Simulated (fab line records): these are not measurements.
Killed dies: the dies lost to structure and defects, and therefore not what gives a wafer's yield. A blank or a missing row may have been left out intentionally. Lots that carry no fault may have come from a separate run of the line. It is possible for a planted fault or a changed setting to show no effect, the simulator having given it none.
fab line records || flow berkeley_cmos170
[record] {"lots": 14, "wafers": 42, "last_day": 12}
route steps=331 shown NVT@111
lots that met no fault: from a run of the same line without faults
start_h: hours from the record's opening day to when the first of the lot's shown wafers began || wait_h: hours elapsed since this lot's preceding step || " identical to the entry in the row above || L1.1+2: one row covering several wafers at once || - either no value or no given start || * or withheld: withheld || < > ~ a bound
route shown NAME@n: NAME is a module with steps in the file, n the number in the route of the first one || usual: average and standard deviation across the fault-free wafers || same: alike in all rows || chamber/n: place in a boat || sites: per-site readings || _std_site: the values' standard deviation || _edge_site: outer sites' mean less inner sites' || radius_mm: how far each site lies from the wafer's centre || mask NAME#n: copy n || behind: the tool/chamber that last shaped the wafer || hold: cause of the lot's hold/its duration in hours/its outcome || device: which transistor (n, p or np) failed to switch || end of line: tests of these same wafers at the route's end || step lacking rows: just its recipe || killed: not the wafer's yield, but the dies lost to structure and defects at the first sort || map: per-die view of a wafer (x killed, . not killed, _ where there is no die)
set.NAME: the run value of the setting; set.NAME@STEP: its run value at that earlier step || model.NAME: the simulator's own value behind a step, which no gauge read
one table for each step of the route and one row for each wafer, over a sample of lots
services: when a tool's chamber went out of use (start_h, in hours from the record's first day, below 0 if earlier), for how many hours, and the reason
[[steps]]
[step UCB170_NVT_IMPLANT_07]
[recipe] {"species": "BF2", "dose_cm2": 3e+12, "energy_kev": 50, "tilt_deg": 7}
[usual] {"beam_energy_keV": "50.002/0.015"}
{"lot.wafer": "L399.2", "tool": "implanter-03", "chamber": 0, "start_h": 98.83, "wait_h": 0.0, "beam_energy_keV": 49.995}
{"lot.wafer": "L399.3", "tool": "implanter-03", "chamber": 0, "start_h": 98.83, "wait_h": 0.0, "beam_energy_keV": 49.989}
{"lot.wafer": "L399.6", "tool": "implanter-03", "chamber": 0, "start_h": 98.83, "wait_h": 0.0, "beam_energy_keV": 50.002}
{"lot.wafer": "L401.1", "tool": "implanter-01", "chamber": 0, "start_h": 109.29, "wait_h": 0.0, "beam_energy_keV": 50.022}
{"lot.wafer": "L401.3", "tool": "implanter-01", "chamber": 0, "start_h": 109.29, "wait_h": 0.0, "beam_energy_keV": 49.992}
{"lot.wafer": "L401.6", "tool": "implanter-01", "chamber": 0, "start_h": 109.29, "wait_h": 0.0, "beam_energy_keV": 50.015}
{"lot.wafer": "L402.1", "tool": "implanter-04", "chamber": 0, "start_h": 119.36, "wait_h": 0.0, "beam_energy_keV": 50.004}
{"lot.wafer": "L402.2", "tool": "implanter-04", "chamber": 0, "start_h": 119.36, "wait_h": 0.0, "beam_energy_keV": 49.964}
{"lot.wafer": "L402.6", "tool": "implanter-04", "chamber": 0, "start_h": 119.36, "wait_h": 0.0, "beam_energy_keV": 50.002}
{"lot.wafer": "L404.2", "tool": "implanter-01", "chamber": 0, "start_h": 132.59, "wait_h": 0.0, "beam_energy_keV": 50.009}
{"lot.wafer": "L404.3", "tool": "implanter-01", "chamber": 0, "start_h": 132.59, "wait_h": 0.0, "beam_energy_keV": 50.009}
{"lot.wafer": "L404.4", "tool": "implanter-01", "chamber": 0, "start_h": 132.59, "wait_h": 0.0, "beam_energy_keV": 50.011}
{"lot.wafer": "L407.2", "tool": "implanter-03", "chamber": 0, "start_h": 142.30, "wait_h": 0.0, "beam_energy_keV": 49.997}
{"lot.wafer": "L407.5", "tool": "implanter-03", "chamber": 0, "start_h": 142.30, "wait_h": 0.0, "beam_energy_keV": 49.991}
{"lot.wafer": "L407.6", "tool": "implanter-03", "chamber": 0, "start_h": 142.30, "wait_h": 0.0, "beam_energy_keV": 50.006}
{"lot.wafer": "L406.3", "tool": "implanter-04", "chamber": 0, "start_h": 142.41, "wait_h": 0.1, "beam_energy_keV": 50.019}
{"lot.wafer": "L406.4", "tool": "implanter-04", "chamber": 0, "start_h": 142.41, "wait_h": 0.1, "beam_energy_keV": 50.005}
{"lot.wafer": "L406.5", "tool": "implanter-04", "chamber": 0, "start_h": 142.41, "wait_h": 0.1, "beam_energy_keV": 49.962}
{"lot.wafer": "L408.1", "tool": "implanter-01", "chamber": 0, "start_h": 142.64, "wait_h": 0.0, "beam_energy_keV": 50.018}
{"lot.wafer": "L408.2", "tool": "implanter-01", "chamber": 0, "start_h": 142.64, "wait_h": 0.0, "beam_energy_keV": 50.022}
{"lot.wafer": "L408.6", "tool": "implanter-01", "chamber": 0, "start_h": 142.64, "wait_h": 0.0, "beam_energy_keV": 50.000}
{"lot.wafer": "L409.2", "tool": "implanter-01", "chamber": 0, "start_h": 165.97, "wait_h": 0.0, "beam_energy_keV": 49.992}
{"lot.wafer": "L409.4", "tool": "implanter-01", "chamber": 0, "start_h": 165.97, "wait_h": 0.0, "beam_energy_keV": 49.988}
{"lot.wafer": "L409.5", "tool": "implanter-01", "chamber": 0, "start_h": 165.97, "wait_h": 0.0, "beam_energy_keV": 50.008}
{"lot.wafer": "L410.2", "tool": "implanter-04", "chamber": 0, "start_h": 166.25, "wait_h": 0.0, "beam_energy_keV": 49.991}
{"lot.wafer": "L410.4", "tool": "implanter-04", "chamber": 0, "start_h": 166.25, "wait_h": 0.0, "beam_energy_keV": 49.995}
{"lot.wafer": "L410.5", "tool": "implanter-04", "chamber": 0, "start_h": 166.25, "wait_h": 0.0, "beam_energy_keV": 49.996}
{"lot.wafer": "L412.1", "tool": "implanter-01", "chamber": 0, "start_h": 169.82, "wait_h": 0.0, "beam_energy_keV": 39.875}
{"lot.wafer": "L412.4", "tool": "implanter-01", "chamber": 0, "start_h": 169.82, "wait_h": 0.0, "beam_energy_keV": 39.847}
{"lot.wafer": "L412.5", "tool": "implanter-01", "chamber": 0, "start_h": 169.82, "wait_h": 0.0, "beam_energy_keV": 39.840}
{"lot.wafer": "L411.3", "tool": "implanter-04", "chamber": 0, "start_h": 170.15, "wait_h": 0.1, "beam_energy_keV": 50.006}
{"lot.wafer": "L411.5", "tool": "implanter-04", "chamber": 0, "start_h": 170.15, "wait_h": 0.1, "beam_energy_keV": 50.020}
{"lot.wafer": "L411.6", "tool": "implanter-04", "chamber": 0, "start_h": 170.15, "wait_h": 0.1, "beam_energy_keV": 50.021}
{"lot.wafer": "L413.3", "tool": "implanter-01", "chamber": 0, "start_h": 181.85, "wait_h": 0.1, "beam_energy_keV": 39.894}
{"lot.wafer": "L413.4", "tool": "implanter-01", "chamber": 0, "start_h": 181.85, "wait_h": 0.1, "beam_energy_keV": 39.887}
{"lot.wafer": "L413.6", "tool": "implanter-01", "chamber": 0, "start_h": 181.85, "wait_h": 0.1, "beam_energy_keV": 39.907}
{"lot.wafer": "L420.1", "tool": "implanter-04", "chamber": 0, "start_h": 209.79, "wait_h": 0.0, "beam_energy_keV": 49.998}
{"lot.wafer": "L420.4", "tool": "implanter-04", "chamber": 0, "start_h": 209.79, "wait_h": 0.0, "beam_energy_keV": 49.997}
{"lot.wafer": "L420.6", "tool": "implanter-04", "chamber": 0, "start_h": 209.79, "wait_h": 0.0, "beam_energy_keV": 49.981}
{"lot.wafer": "L421.1", "tool": "implanter-03", "chamber": 0, "start_h": 222.35, "wait_h": 0.0, "beam_energy_keV": 50.004}
{"lot.wafer": "L421.4", "tool": "implanter-03", "chamber": 0, "start_h": 222.35, "wait_h": 0.0, "beam_energy_keV": 49.987}
{"lot.wafer": "L421.5", "tool": "implanter-03", "chamber": 0, "start_h": 222.35, "wait_h": 0.0, "beam_energy_keV": 49.975}
[step UCB170_NVT_TW_MEAS_09]
[usual] {"NVT_TW": "527/4.4"}
{"lot.wafer": "L399.2", "tool": "film_metro-04", "chamber": "-", "start_h": 99.06, "wait_h": 0.1, "NVT_TW": 524}
{"lot.wafer": "L399.3", "tool": "film_metro-04", "chamber": "-", "start_h": 99.06, "wait_h": 0.1, "NVT_TW": 528}
{"lot.wafer": "L399.6", "tool": "film_metro-04", "chamber": "-", "start_h": 99.06, "wait_h": 0.1, "NVT_TW": 525}
{"lot.wafer": "L401.1", "tool": "film_metro-03", "chamber": "-", "start_h": 109.54, "wait_h": 0.1, "NVT_TW": 529}
{"lot.wafer": "L401.3", "tool": "film_metro-03", "chamber": "-", "start_h": 109.54, "wait_h": 0.1, "NVT_TW": 525}
{"lot.wafer": "L401.6", "tool": "film_metro-03", "chamber": "-", "start_h": 109.54, "wait_h": 0.1, "NVT_TW": 528}
{"lot.wafer": "L402.1", "tool": "film_metro-01", "chamber": "-", "start_h": 119.61, "wait_h": 0.1, "NVT_TW": 529}
{"lot.wafer": "L402.2", "tool": "film_metro-01", "chamber": "-", "start_h": 119.61, "wait_h": 0.1, "NVT_TW": 530}
{"lot.wafer": "L402.6", "tool": "film_metro-01", "chamber": "-", "start_h": 119.61, "wait_h": 0.1, "NVT_TW": 533}
{"lot.wafer": "L404.2", "tool": "film_metro-04", "chamber": "-", "start_h": 132.83, "wait_h": 0.1, "NVT_TW": 527}
{"lot.wafer": "L404.3", "tool": "film_metro-04", "chamber": "-", "start_h": 132.83, "wait_h": 0.1, "NVT_TW": 523}
{"lot.wafer": "L404.4", "tool": "film_metro-04", "chamber": "-", "start_h": 132.83, "wait_h": 0.1, "NVT_TW": 525}
{"lot.wafer": "L407.2", "tool": "film_metro-04", "chamber": "-", "start_h": 142.53, "wait_h": 0.1, "NVT_TW": 526}
{"lot.wafer": "L407.5", "tool": "film_metro-04", "chamber": "-", "start_h": 142.53, "wait_h": 0.1, "NVT_TW": 526}
{"lot.wafer": "L407.6", "tool": "film_metro-04", "chamber": "-", "start_h": 142.53, "wait_h": 0.1, "NVT_TW": 525}
{"lot.wafer": "L406.3", "tool": "film_metro-01", "chamber": "-", "start_h": 142.63, "wait_h": 0.1, "NVT_TW": 534}
{"lot.wafer": "L406.4", "tool": "film_metro-01", "chamber": "-", "start_h": 142.63, "wait_h": 0.1, "NVT_TW": 531}
{"lot.wafer": "L406.5", "tool": "film_metro-01", "chamber": "-", "start_h": 142.63, "wait_h": 0.1, "NVT_TW": 528}
{"lot.wafer": "L408.1", "tool": "film_metro-01", "chamber": "-", "start_h": 142.89, "wait_h": 0.1, "NVT_TW": 531}
{"lot.wafer": "L408.2", "tool": "film_metro-01", "chamber": "-", "start_h": 142.89, "wait_h": 0.1, "NVT_TW": 530}
{"lot.wafer": "L408.6", "tool": "film_metro-01", "chamber": "-", "start_h": 142.89, "wait_h": 0.1, "NVT_TW": 531}
{"lot.wafer": "L409.2", "tool": "film_metro-01", "chamber": "-", "start_h": 166.21, "wait_h": 0.1, "NVT_TW": 531}
{"lot.wafer": "L409.4", "tool": "film_metro-01", "chamber": "-", "start_h": 166.21, "wait_h": 0.1, "NVT_TW": 532}
{"lot.wafer": "L409.5", "tool": "film_metro-01", "chamber": "-", "start_h": 166.21, "wait_h": 0.1, "NVT_TW": 534}
{"lot.wafer": "L410.2", "tool": "film_metro-04", "chamber": "-", "start_h": 166.48, "wait_h": 0.1, "NVT_TW": 525}
{"lot.wafer": "L410.4", "tool": "film_metro-04", "chamber": "-", "start_h": 166.48, "wait_h": 0.1, "NVT_TW": 527}
{"lot.wafer": "L410.5", "tool": "film_metro-04", "chamber": "-", "start_h": 166.48, "wait_h": 0.1, "NVT_TW": 524}
{"lot.wafer": "L412.1", "tool": "film_metro-03", "chamber": "-", "start_h": 170.07, "wait_h": 0.1, "NVT_TW": 494}
{"lot.wafer": "L412.4", "tool": "film_metro-03", "chamber": "-", "start_h": 170.07, "wait_h": 0.1, "NVT_TW": 492}
{"lot.wafer": "L412.5", "tool": "film_metro-03", "chamber": "-", "start_h": 170.07, "wait_h": 0.1, "NVT_TW": 493}
{"lot.wafer": "L411.3", "tool": "film_metro-01", "chamber": "-", "start_h": 170.37, "wait_h": 0.1, "NVT_TW": 530}
{"lot.wafer": "L411.5", "tool": "film_metro-01", "chamber": "-", "start_h": 170.37, "wait_h": 0.1, "NVT_TW": 533}
{"lot.wafer": "L411.6", "tool": "film_metro-01", "chamber": "-", "start_h": 170.37, "wait_h": 0.1, "NVT_TW": 530}
{"lot.wafer": "L413.3", "tool": "film_metro-04", "chamber": "-", "start_h": 182.07, "wait_h": 0.1, "NVT_TW": 494}
{"lot.wafer": "L413.4", "tool": "film_metro-04", "chamber": "-", "start_h": 182.07, "wait_h": 0.1, "NVT_TW": 497}
{"lot.wafer": "L413.6", "tool": "film_metro-04", "chamber": "-", "start_h": 182.07, "wait_h": 0.1, "NVT_TW": 495}
{"lot.wafer": "L420.1", "tool": "film_metro-04", "chamber": "-", "start_h": 210.04, "wait_h": 0.1, "NVT_TW": 522}
{"lot.wafer": "L420.4", "tool": "film_metro-04", "chamber": "-", "start_h": 210.04, "wait_h": 0.1, "NVT_TW": 521}
{"lot.wafer": "L420.6", "tool": "film_metro-04", "chamber": "-", "start_h": 210.04, "wait_h": 0.1, "NVT_TW": 523}
{"lot.wafer": "L421.1", "tool": "film_metro-01", "chamber": "-", "start_h": 222.60, "wait_h": 0.1, "NVT_TW": 532}
{"lot.wafer": "L421.4", "tool": "film_metro-01", "chamber": "-", "start_h": 222.60, "wait_h": 0.1, "NVT_TW": 534}
{"lot.wafer": "L421.5", "tool": "film_metro-01", "chamber": "-", "start_h": 222.60, "wait_h": 0.1, "NVT_TW": 531}
[[services]]
{"tool": "implanter-01", "chamber": "-", "start_h": 83.03, "hours": 4.3, "kind": "pm"}
{"tool": "implanter-01", "chamber": "-", "start_h": 94.11, "hours": 1.8, "kind": "repair"}
{"tool": "implanter-03", "chamber": "-", "start_h": 95.50, "hours": 1.0, "kind": "repair"}
{"tool": "implanter-04", "chamber": "-", "start_h": 148.09, "hours": 1.0, "kind": "repair"}
{"tool": "implanter-03", "chamber": "-", "start_h": 160.66, "hours": 6.1, "kind": "pm"}
{"tool": "implanter-01", "chamber": "-", "start_h": 166.51, "hours": 2.9, "kind": "repair"}
{"tool": "implanter-03", "chamber": "-", "start_h": 166.75, "hours": 6.3, "kind": "pm"}
{"tool": "implanter-01", "chamber": "-", "start_h": 193.68, "hours": 1.0, "kind": "repair"}
{"tool": "implanter-04", "chamber": "-", "start_h": 214.88, "hours": 5.2, "kind": "pm"}
[[key]]
[first_sign] {"step": "UCB170_NVT_IMPLANT_07", "reading": "beam_energy_keV", "direction": "down", "sigmas": "99+", "usual": 50.002, "struck": 39.875}
[effect] {"step": "UCB170_NVT_TW_MEAS_09", "reading": "NVT_TW", "direction": "down", "sigmas": 7.4, "usual": 527, "struck": 494}
met_at UCB170_NVT_IMPLANT_07
struck_lots L412,L413
tester_left_out L412,L413
onset_between 165.97 169.82
[fault] {"kind": "process_parameter_drift", "tool": "implanter-01", "chamber": "-", "onset_h": 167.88, "steps": "UCB170_NVT_IMPLANT_07", "channel": "energy_kev", "offset": -10.131, "shape": "step", "end_h": 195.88, "acts_in": "these_recipes_only", "stated": 50}
// tester_left_out: of these lots the tester's yield and bins aren't shown, on N5 and GAA mostly nor the transistor test; their killed dies are dies lost to structure and defects alone, not to doping, threshold or leakage, so they don't give the yield
